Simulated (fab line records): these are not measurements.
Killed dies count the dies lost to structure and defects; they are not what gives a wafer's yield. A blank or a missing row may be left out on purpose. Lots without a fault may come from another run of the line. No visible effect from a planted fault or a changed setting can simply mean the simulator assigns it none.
Chamber matching ; flow berkeleyCmos170 ; 4 sister chambers for UCB170_GATE_WET_ETCH_00 on wetBench-01
The step etches SiO2 in dHF, time 200 s. 22 wafers are shown with their chamber, then 11 later ones without.

== EACH WAFER AND ITS CHAMBER ==
wafer;chamber;bathHeatDutyPct (%);runLengthS (s)
L551.1;0;4.8;227.9
L551.5;0;4.5;227.9
L551.6;0;4.4;227.9
L554.2;3;5.3;228.2
L554.3;3;6.8;228.2
L554.5;3;6.2;228.2
L553.1;3;5.8;227.1
L553.2;3;5.6;227.1
L553.6;3;6.0;227.1
L555.2;3;6.4;226.8
L555.4;3;5.6;226.8
L555.6;3;5.6;226.8
L556.2;2;5.5;227.1
L556.5;2;5.3;227.1
L556.6;2;6.0;227.1
L557.1;0;5.4;226.6
L557.3;0;5.0;226.6
L557.4;0;5.3;226.6
L568.1;1;8.2;227.6
L568.2;1;8.4;227.6
L568.4;1;7.9;227.6
L569.1;0;4.9;228.1

SIGNATURES (means of the wafers above)
reading;chamber 0;chamber 1;chamber 2;chamber 3;scatter within a chamber
bathHeatDutyPct;4.900;8.167;5.600;5.922;0.41
runLengthS;227.371;227.600;227.100;227.367;0.597
Rule: a wafer lies at a distance from a chamber equal to the root of the sum of squares, over the readings, of (its reading less the chamber's mean, divided by the reading's scatter). If the next closest chamber is less than 2 further off than the closest, the wafer can't be placed; otherwise it belongs to the closest. How the scatter is found: for the shown wafers, subtract from each reading the mean of its chamber, square and add these, divide the total by (wafers less chambers), then take the root.

== WAFERS WITHOUT THEIR CHAMBER ==
wafer;bathHeatDutyPct (%);runLengthS (s)
L569.2;4.7;228.1
L569.5;5.5;228.1
L570.1;4.0;227.2
L570.2;4.9;227.2
L570.3;5.5;227.2
L571.4;5.9;227.6
L571.5;5.6;227.6
L571.6;6.7;227.6
L572.2;6.3;226.6
L572.4;6.2;226.6
L572.6;6.3;226.6

== WHICH CHAMBER EACH WENT THROUGH ==
wafer;from the rows above;in truth
L569.2;can't be placed: 0 or 2 or 3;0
L569.5;can't be placed: 3 or 2 or 0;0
L570.1;can't be placed: 0 or 2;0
L570.2;can't be placed: 0 or 2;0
L570.3;can't be placed: 2 or 3 or 0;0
L571.4;can't be placed: 3 or 2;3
L571.5;can't be placed: 2 or 3 or 0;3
L571.6;can't be placed: 3 or 2 or 1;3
L572.2;can't be placed: 3 or 2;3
L572.4;can't be placed: 3 or 2 or 0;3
L572.6;can't be placed: 3 or 2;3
Correctly placed: 0 of 11. Unplaceable from these rows: 11, with the true chamber sitting among the candidates in 11. Placed wrongly: 0.
